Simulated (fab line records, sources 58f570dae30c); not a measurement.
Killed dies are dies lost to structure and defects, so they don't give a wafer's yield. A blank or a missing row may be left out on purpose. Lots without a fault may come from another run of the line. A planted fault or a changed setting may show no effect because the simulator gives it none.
Which tool did it? | flow berkeley_cmos170 | 14 lots, 40 wafers sampled, at 7 steps of a route of 331

WHAT THE GAUGES READ, wafer by wafer
UCB170_V1_CD_MEAS_90: target cd 700 nm. Usual: cd_nm 699.9 nm, standard deviation 1.8.
lot  | measured     | on        | cd_nm (nm)        | flag
L659 | day 7 08:28  | cd_sem-02 | 701.6 701.0 700.4 |
L661 | day 7 09:53  | cd_sem-02 | 698.5 699.6 696.0 |
L660 | day 7 10:35  | cd_sem-02 | 702.0 700.6 702.1 |
L662 | day 7 10:56  | cd_sem-02 | 699.2 699.0 697.3 |
L664 | day 7 21:22  | cd_sem-02 | 702.1 704.2 703.4 |
L671 | day 9 02:35  | cd_sem-01 | 698.3 697.3 697.7 |
L669 | day 9 03:43  | cd_sem-01 | 699.5 696.5 696.8 |
L672 | day 9 03:59  | cd_sem-02 | 701.4 700.7 700.2 |
L673 | day 10 00:01 | cd_sem-01 | 698.6             |
L675 | day 10 00:17 | cd_sem-01 | 701.0 701.9 703.3 |
L674 | day 10 00:37 | cd_sem-02 | 699.3 699.2 699.2 |
L676 | day 10 10:16 | cd_sem-01 | 698.8 698.8 699.0 |
L678 | day 11 07:57 | cd_sem-02 | 697.7 698.5 698.8 |
L679 | day 12 00:10 | cd_sem-02 | 698.1 700.1 698.8 |

UCB170_V2_CD_MEAS_12: target cd 700 nm. Usual: cd_nm 699.9 nm, standard deviation 1.3.
lot  | measured     | on        | cd_nm (nm)        | flag
L659 | day 7 14:24  | cd_sem-02 | 700.6 701.3 700.7 |
L661 | day 7 15:47  | cd_sem-02 | 699.0 700.4 698.4 |
L660 | day 7 15:56  | cd_sem-02 | 701.4 701.9 701.4 |
L662 | day 7 16:32  | cd_sem-02 | 699.1 697.7 697.9 |
L664 | day 8 03:07  | cd_sem-01 | 700.4 699.7 701.7 |
L671 | day 9 07:27  | cd_sem-02 | 700.6 698.6 699.3 |
L669 | day 9 09:39  | cd_sem-02 | 699.3 701.6 699.5 |
L672 | day 9 09:53  | cd_sem-01 | 699.5 699.7 701.2 |
L673 | day 10 04:29 | cd_sem-01 | 702.1             |
L675 | day 10 04:53 | cd_sem-02 | 699.2 699.0 699.8 |
L674 | day 10 05:17 | cd_sem-02 | 699.5 701.0 700.0 |
L676 | day 10 15:51 | cd_sem-02 | 698.9 698.1 697.9 |
L678 | day 11 15:46 | cd_sem-02 | 698.3 697.7 699.9 |
L679 | day 12 05:17 | cd_sem-02 | 699.7 699.9 701.6 |

UCB170_M3_RS_MEAS_02: measures by four-point-probe. Usual: M3_AL_RS 0.0321 ohm/sq, standard deviation 0.00041.
lot  | measured     | on            | M3_AL_RS (ohm/sq)                         | flag
L659 | day 7 15:10  | film_metro-02 | 0.0313 0.0317 0.0317                      |
L661 | day 7 16:33  | film_metro-01 | 0.0325 0.0318 0.0326                      |
L660 | day 7 16:40  | film_metro-03 | 0.0319 0.0323 0.0326                      |
L662 | day 7 17:14  | film_metro-01 | 0.0319 0.0326 0.0324                      |
L664 | day 8 03:49  | film_metro-02 | 0.0326 0.0318 0.0316                      |
L671 | day 9 08:10  | film_metro-02 | 0.0319 0.0325 0.0321                      |
L669 | day 9 10:22  | film_metro-03 | 0.0317 0.0317 0.0318                      |
L672 | day 9 10:37  | film_metro-01 | 0.0318 0.0320 0.0324                      |
L673 | day 10 05:11 | film_metro-03 | 0.0279 0.0279                             | OFF
L675 | day 10 05:35 | film_metro-01 | 0.0325 0.0329 0.0324                      |
L674 | day 10 05:59 | film_metro-02 | 0.0278 0.0318 0.0313 0.0279 0.0318 0.0314 | OFF
L676 | day 10 16:33 | film_metro-01 | 0.0321 0.0324 0.0325                      |
L678 | day 11 16:28 | film_metro-02 | 0.0326 0.0324 0.0326                      |
L679 | day 12 05:59 | film_metro-02 | 0.0319 0.0324 0.0327                      |

UCB170_M3_THK_MEAS_03: measures by xrf. Usual: M3_AL_THK 901 nm, standard deviation 12.
lot  | measured     | on            | M3_AL_THK (nm)            | flag
L659 | day 7 15:16  | film_metro-02 | 926 914 914               |
L661 | day 7 16:40  | film_metro-01 | 891 907 885               |
L660 | day 7 16:47  | film_metro-03 | 904 893 888               |
L662 | day 7 17:20  | film_metro-01 | 909 886 890               |
L664 | day 8 03:56  | film_metro-02 | 890 906 915               |
L671 | day 9 08:16  | film_metro-02 | 910 895 904               |
L669 | day 9 10:29  | film_metro-03 | 910 911 910               |
L672 | day 9 10:43  | film_metro-01 | 919 916 900               |
L673 | day 10 07:47 | film_metro-03 | 1033 1034                 | OFF
L675 | day 10 05:41 | film_metro-01 | 883 871 887               |
L674 | day 10 12:10 | film_metro-02 | 1034 911 923 1035 909 923 | OFF
L676 | day 10 16:40 | film_metro-01 | 891 886 881               |
L678 | day 11 16:34 | film_metro-02 | 891 899 889               |
L679 | day 12 06:07 | film_metro-02 | 903 902 890               |

UCB170_M3_CD_MEAS_90: target cd 700 nm. Usual: cd_nm 700 nm, standard deviation 3.2.
lot  | measured     | on        | cd_nm (nm)  | flag
L659 | day 7 18:05  | cd_sem-02 | 701 705 697 |
L661 | day 7 19:08  | cd_sem-02 | 696 696 701 |
L660 | day 7 19:33  | cd_sem-02 | 698 695 706 |
L662 | day 7 19:55  | cd_sem-02 | 700 700 697 |
L664 | day 8 07:13  | cd_sem-02 | 698 702 694 |
L671 | day 9 11:31  | cd_sem-01 | 696 700 698 |
L669 | day 9 13:07  | cd_sem-01 | 695 707 707 |
L672 | day 9 13:16  | cd_sem-02 | 700 696 696 |
L673 | day 10 14:44 | cd_sem-02 | 701         |
L675 | day 10 08:26 | cd_sem-01 | 703 703 706 |
L674 | day 10 16:56 | cd_sem-02 | 699 699 702 |
L676 | day 10 19:19 | cd_sem-02 | 707 704 704 |
L678 | day 11 19:32 | cd_sem-02 | 704 708 699 |
L679 | day 12 08:26 | cd_sem-02 | 703 703 701 |

WHICH TOOL RAN EACH LOT (tool, then ch and the chambers of the sampled wafers, then the start)
lot  | UCB170_M3_SPUTTER_01         | UCB170_M3_METAL_ETCH_18
L659 | pvd_sputter-01, day 7 15:04  | rie_metal-02 ch 0,1, day 7 17:46
L661 | pvd_sputter-01, day 7 16:26  | rie_metal-03 ch 0,1, day 7 18:50
L660 | pvd_sputter-04, day 7 16:34  | rie_metal-02 ch 0,1, day 7 19:09
L662 | pvd_sputter-01, day 7 17:08  | rie_metal-01 ch 0,1, day 7 19:36
L664 | pvd_sputter-03, day 8 03:44  | rie_metal-01 ch 0,1, day 8 06:56
L671 | pvd_sputter-04, day 9 08:03  | rie_metal-01 ch 0, day 9 11:13
L669 | pvd_sputter-03, day 9 10:16  | rie_metal-02 ch 0,1, day 9 12:50
L672 | pvd_sputter-01, day 9 10:29  | rie_metal-03 ch 0,1, day 9 12:57
L673 | pvd_sputter-01, day 10 05:07 | rie_metal-03 ch 1, day 10 14:26
L675 | pvd_sputter-04, day 10 05:28 | rie_metal-02 ch 0,1, day 10 08:10
L674 | pvd_sputter-01, day 10 05:53 | rie_metal-01 ch 0,1, day 10 16:38
L676 | pvd_sputter-03, day 10 16:28 | rie_metal-03 ch 0, day 10 19:02
L678 | pvd_sputter-04, day 11 16:22 | rie_metal-02 ch 0,1, day 11 19:13
L679 | pvd_sputter-04, day 12 05:55 | rie_metal-03 ch 0,1, day 12 08:09
- UCB170_M3_SPUTTER_01: material Al, target thk 900 nm, time 120 s.
- UCB170_M3_METAL_ETCH_18: etches Al in Cl2/BCl3, stops on SiO2, target depth 1170 nm, time 195 s.

WHAT THE TOOLS THEMSELVES READ (means of the sampled wafers that have a number; where no wafer has one, the mark that the record gives instead)
UCB170_M3_SPUTTER_01. Usual: cathode_dc_power_W 5999.9 W, standard deviation 1.1; throttle_valve_pct 30.1 %, standard deviation 1.
lot  | tool           | cathode_dc_power_W (W) | throttle_valve_pct (%) | flag
L659 | pvd_sputter-01 | 5998.8                 | 29.9                   |
L661 | pvd_sputter-01 | 5999.4                 | 30.4                   |
L660 | pvd_sputter-04 | 5999.5                 | 29.5                   |
L662 | pvd_sputter-01 | 6000.6                 | 30.4                   |
L664 | pvd_sputter-03 | 5999.8                 | 30.2                   |
L671 | pvd_sputter-04 | 5999.0                 | 29.4                   |
L669 | pvd_sputter-03 | 6000.1                 | 30.3                   |
L672 | pvd_sputter-01 | 6000.1                 | 30.5                   |
L673 | pvd_sputter-01 | 6777.4                 | 30.5                   | OFF
L675 | pvd_sputter-04 | 6000.8                 | 29.4                   |
L674 | pvd_sputter-01 | 6260.3                 | 30.4                   | OFF
L676 | pvd_sputter-03 | 5999.9                 | 29.4                   |
L678 | pvd_sputter-04 | 6000.2                 | 29.6                   |
L679 | pvd_sputter-04 | 6000.4                 | 30.6                   |

UCB170_M3_METAL_ETCH_18. Usual: drypump_motor_current_A 5.5 A, standard deviation 0.43; he_backside_leak_sccm 3.27 sccm, standard deviation 0.28; oes_product_au 0.849 a.u., standard deviation 0.013; throttle_valve_pct 24.20 %, standard deviation 0.11.
lot  | tool         | drypump_motor_current_A (A) | he_backside_leak_sccm (sccm) | oes_product_au (a.u.) | throttle_valve_pct (%) | flag
L659 | rie_metal-02 | 6.0                         | 3.26                         | 0.863                 | 24.04                  |
L661 | rie_metal-03 | 5.1                         | 3.31                         | 0.844                 | 24.27                  |
L660 | rie_metal-02 | 5.8                         | 3.16                         | 0.860                 | 24.02                  |
L662 | rie_metal-01 | 5.8                         | 3.30                         | 0.840                 | 24.21                  |
L664 | rie_metal-01 | 5.8                         | 3.18                         | 0.839                 | 24.21                  |
L671 | rie_metal-01 | 5.9                         | 3.08                         | 0.827                 | 24.15                  |
L669 | rie_metal-02 | 6.0                         | 3.29                         | 0.862                 | 24.05                  |
L672 | rie_metal-03 | 5.0                         | 3.13                         | 0.850                 | 24.26                  |
L673 | rie_metal-03 | 4.9                         | 3.13                         | 0.921                 | 24.23                  | OFF
L675 | rie_metal-02 | 6.0                         | 3.23                         | 0.854                 | 24.05                  |
L674 | rie_metal-01 | 5.7                         | 3.41                         | 0.879                 | 24.24                  |
L676 | rie_metal-03 | 5.2                         | 3.41                         | 0.842                 | 24.27                  |
L678 | rie_metal-02 | 5.9                         | 3.37                         | 0.851                 | 24.05                  |
L679 | rie_metal-03 | 5.0                         | 3.23                         | 0.850                 | 24.27                  |

THE ANSWER, worked out from the rows above alone
Rule: a lot is off if the mean of its wafers that have a number lies more than 3 standard deviations from the usual mean. A lot without any number at a reading at which 4 lots or more have one is off too. The other lots that the step has rows for count as sound. The gauges are gone through in route order, then the tools' own readings, and for those a lot's mean is taken as printed above. The first step at which some lot is off is used, and at that step the reading that is off furthest; a lot without a number counts as furthest.
Off: L673, L674, at UCB170_M3_RS_MEAS_02 (M3_AL_RS).
A tool fits if, at a process step before that reading, it ran every lot that is off, and no sound lot after the first of them. The gauges at UCB170_M3_RS_MEAS_02 aren't tried: what is off there is off at UCB170_M3_SPUTTER_01 too, on other tools, and a gauge's error can't cause that. One fits: pvd_sputter-01 at UCB170_M3_SPUTTER_01. Its last sound lot is L672 (day 9 10:29), its first lot that is off L673 (day 10 05:07): a fault that began between those two fits.
The tool's own readings at UCB170_M3_SPUTTER_01 bear it out: on the lots that are off they differ by more than 5 times the standard deviation of the sound lots' means. cathode_dc_power_W reads 6518.9 W there against 5999.9 W on the sound lots.

WHAT THE SIMULATOR HAD PUT IN
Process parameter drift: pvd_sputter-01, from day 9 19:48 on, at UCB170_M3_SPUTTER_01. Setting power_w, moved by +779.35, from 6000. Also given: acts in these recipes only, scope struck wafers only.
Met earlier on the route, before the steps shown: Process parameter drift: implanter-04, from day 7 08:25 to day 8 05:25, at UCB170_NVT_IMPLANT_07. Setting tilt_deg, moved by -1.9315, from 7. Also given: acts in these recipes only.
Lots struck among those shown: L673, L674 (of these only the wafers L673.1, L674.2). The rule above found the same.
